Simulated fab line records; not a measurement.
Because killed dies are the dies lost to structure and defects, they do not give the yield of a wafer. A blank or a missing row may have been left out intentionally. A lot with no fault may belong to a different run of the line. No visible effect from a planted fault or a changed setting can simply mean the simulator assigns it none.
A single fault, viewed from 2 desks ; flow rit-cmos ; each desk has only its own numbers; what lay behind them comes last

## TOOL OWNER'S DESK, litho-track-04
The tool's own readings at RIT_CONTACT_DEVELOP_07 (develop time 120 s): means of the sampled wafers that have a number, for each lot that ran on this tool. The brackets show how far a lot's mean lies from the usual mean; more than 4 standard deviations puts the lot out of limits, marked OUT.
Columns: A = developer-temp-C at RIT_CONTACT_DEVELOP_07, usual 23.01 C
lot;first seen here;A
L885;day 3 05:00;23.03
L888;day 4 03:00;22.94
L895;day 5 17:00;25.33 (+19) OUT
L898;day 6 08:00;25.29 (+19) OUT
L907;day 19 12:00;23.06
This desk finds L895, L898 out of limits, L895 being first, at day 5 17:00 (developer-temp-C at RIT_CONTACT_DEVELOP_07). Within limits: L885, L888, L907.

## AT THE METROLOGY DESK
What the gauges read for every lot (on any tool): the sampled wafers with a number, averaged. The brackets show how far a lot's mean lies from the usual mean; more than 4 standard deviations puts the lot out of limits, marked OUT.
Columns: A = NLDD_OVL at RIT_NLDD_OVL_MEAS_06, usual -0.7 nm; B = PLDD_TW at RIT_PLDD_TW_MEAS_10, usual 2341; C = cd-nm at RIT_CONTACT_CD_MEAS_08, usual 1000.4 nm; D = M1_OVL at RIT_M1_OVL_MEAS_10, usual -0.5 nm
lot;first seen here;A;B;C;D
L885;day 2 19:02;0.8;2337;1000.4;-0.4
L886;day 2 22:24;-0.3;2340;998.9;-1.7
L887;day 3 10:33;-1.7;2318;996.9;0.5
L888;day 3 17:36;1.7;2322;998.2;1.3
L889;day 4 00:26;-1.1;2339;1000.7;0.7
L895;day 5 06:51;-1.8;2341;988.2 (-4.9) OUT;-1.1
L898;day 5 21:19;-1.0;2368;993.8;-1.7
L900;day 6 05:01;0.1;2353;1000.3;-1.4
L902;day 6 12:44;-0.1;2350;997.1;-1.4
L903;day 6 18:17;-2.2;2358;1000.3;-0.5
L905;day 7 03:11;0.2;2324;1004.7;-0.3
L906;day 7 08:44;-1.4;2346;1001.3;0.4
L908;day 7 14:05;-0.9;2346;1001.1;0.2
L907;day 19 01:05;1.2;2361;1001.2;0.3
This desk finds L895 out of limits, L895 being first, at day 5 17:23 (cd-nm at RIT_CONTACT_CD_MEAS_08). Within limits: L885, L886, L887, L888, L889, L898, L900, L902, L903, L905, L906, L908, L907.

## PUT TOGETHER
On L895, L898, at day 5 17:00, an alarm was possible from the tool owner's desk.
An alarm was possible from the metrology desk at day 5 17:23, on L895.
The metrology desk holds a record of L898, inside its limits.
All the named lots went through RIT_CONTACT_DEVELOP_07 on litho-track-04.

## WHAT WAS PUT IN BY THE SIMULATOR
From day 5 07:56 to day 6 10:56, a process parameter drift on litho-track-04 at RIT_CONTACT_DEVELOP_07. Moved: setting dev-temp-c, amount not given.
Lots struck among those shown: L895, L898.
Counting hours from when the fault started, the first reading out of limits came at 9 for the tool owner's desk and at 9 for the metrology desk.
